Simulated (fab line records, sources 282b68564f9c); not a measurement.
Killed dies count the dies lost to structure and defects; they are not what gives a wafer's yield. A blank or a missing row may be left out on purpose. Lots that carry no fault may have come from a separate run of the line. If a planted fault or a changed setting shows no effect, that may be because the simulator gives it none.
Check of tool commonality ; flow ritCmos ; Sample size 16 lots and 48 wafers

WHAT PROMPTED THE OPENING
Of 16 lots, 4 have the reading CONTACT_OVL flagged at RIT_CONTACT_OVL_MEAS_09. No-fault wafers: -0.4 nm, standard deviation 1.2.
Rule: flag the lot when none of its wafers has a number, or when each of its wafers that has one lies beyond 4 standard deviations from that mean. All remaining lots are regarded as sound.

lot;measured;on;CONTACT_OVL (nm), wafer by wafer;flag
L479;day 3 08:16;overlay-02;-0.8 -0.5 -0.7;
L480;day 3 12:59;overlay-01;-2.0 -1.1 0.0;
L481;day 3 18:06;overlay-01;0.7 1.0 1.0;
L482;day 4 00:14;overlay-02;-1.0 -1.2 0.3;
L483;day 4 07:56;overlay-01;0.1 -0.7 0.2;
L485;day 4 16:04;overlay-01;-0.5 -1.6 -0.1;
L486;day 4 19:46;overlay-02;-0.4 -2.8 -2.0;
L487;day 4 22:24;overlay-02;0.0 -0.2 0.4;
L488;day 5 07:38;overlay-02;-0.1 -0.9 -1.0;
L491;day 5 23:08;overlay-02;127.9 127.5 129.8;FLAGGED
L492;day 6 07:05;overlay-02;127.7 128.7 128.8;FLAGGED
L496;day 7 06:02;overlay-02;1.8 -0.3 0.6;
L497;day 7 16:38;overlay-01;129.7 128.8 129.5;FLAGGED
L499;day 8 00:11;overlay-01;130.4 129.7 128.4;FLAGGED
L500;day 8 11:53;overlay-01;-1.1 -0.9 0.9;
L501;day 8 18:26;overlay-02;2.3 1.3 1.1;
Averaged over the flagged lots the numbers come to 128.9 nm, +129.3 nm from the usual (+99 or more standard deviations).

TOOL THAT RAN EACH LOT
The record holds 1 process step before the reading, out of a route of 202 steps. Read each cell as the tool, then ch plus the chambers that the sampled wafers visited, then the start.
lot;flag;RIT_CONTACT_EXPOSE_05
L479;;ilineStepper-02 ch 0, day 3 07:37
L480;;ilineStepper-01 ch 0, day 3 12:22
L481;;ilineStepper-01 ch 0, day 3 17:28
L482;;ilineStepper-01 ch 0, day 3 23:35
L483;;ilineStepper-01 ch 0, day 4 07:10
L485;;ilineStepper-01 ch 0, day 4 15:25
L486;;ilineStepper-01 ch 0, day 4 19:08
L487;;ilineStepper-02 ch 0, day 4 21:46
L488;;ilineStepper-01 ch 0, day 5 07:01
L491;FLAGGED;ilineStepper-01 ch 0, day 5 22:29
L492;FLAGGED;ilineStepper-01 ch 0, day 6 06:27
L496;;ilineStepper-02 ch 0, day 7 05:25
L497;FLAGGED;ilineStepper-01 ch 0, day 7 15:59
L499;FLAGGED;ilineStepper-01 ch 0, day 7 23:35
L500;;ilineStepper-02 ch 0, day 8 11:16
L501;;ilineStepper-02 ch 0, day 8 17:35
These steps, and what they do:
- RIT_CONTACT_EXPOSE_05: exposes mask M11, target cd 1000 nm.
- RIT_CONTACT_OVL_MEAS_09

FLAGGED AGAINST TOTAL, ONE TOOL AT A TIME (gauges that did the reading follow at the end)
step;tool;lots run;flagged;share of the flagged lots;sound lots run after its first flagged lot
RIT_CONTACT_EXPOSE_05;ilineStepper-01;11;4;all;0
RIT_CONTACT_EXPOSE_05;ilineStepper-02;5;0;none;-
RIT_CONTACT_OVL_MEAS_09;overlay-01;7;2;some;1 (L500)
RIT_CONTACT_OVL_MEAS_09;overlay-02;9;2;some;2 (L496,L501)

THE TABLE: WHAT IT ALLOWS
Rows of the table that ran each flagged lot: 1, that is ilineStepper-01 at RIT_CONTACT_EXPOSE_05.
- ilineStepper-01 at RIT_CONTACT_EXPOSE_05: 4 of its 11 lots flagged. It ran its last sound lot, L488, at day 5 07:01 and its first flagged lot, L491, at day 5 22:29: a fault with its onset between the two fits.
Just one tool remains: ilineStepper-01 at RIT_CONTACT_EXPOSE_05.

WHAT THE SIMULATOR HAD PUT IN
Scanner matching overlay: ilineStepper-01, from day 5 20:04 on, at RIT_CONTACT_EXPOSE_05. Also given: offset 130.
Shown lots that were struck: L491, L492, L497, L499. The rule above found the same.
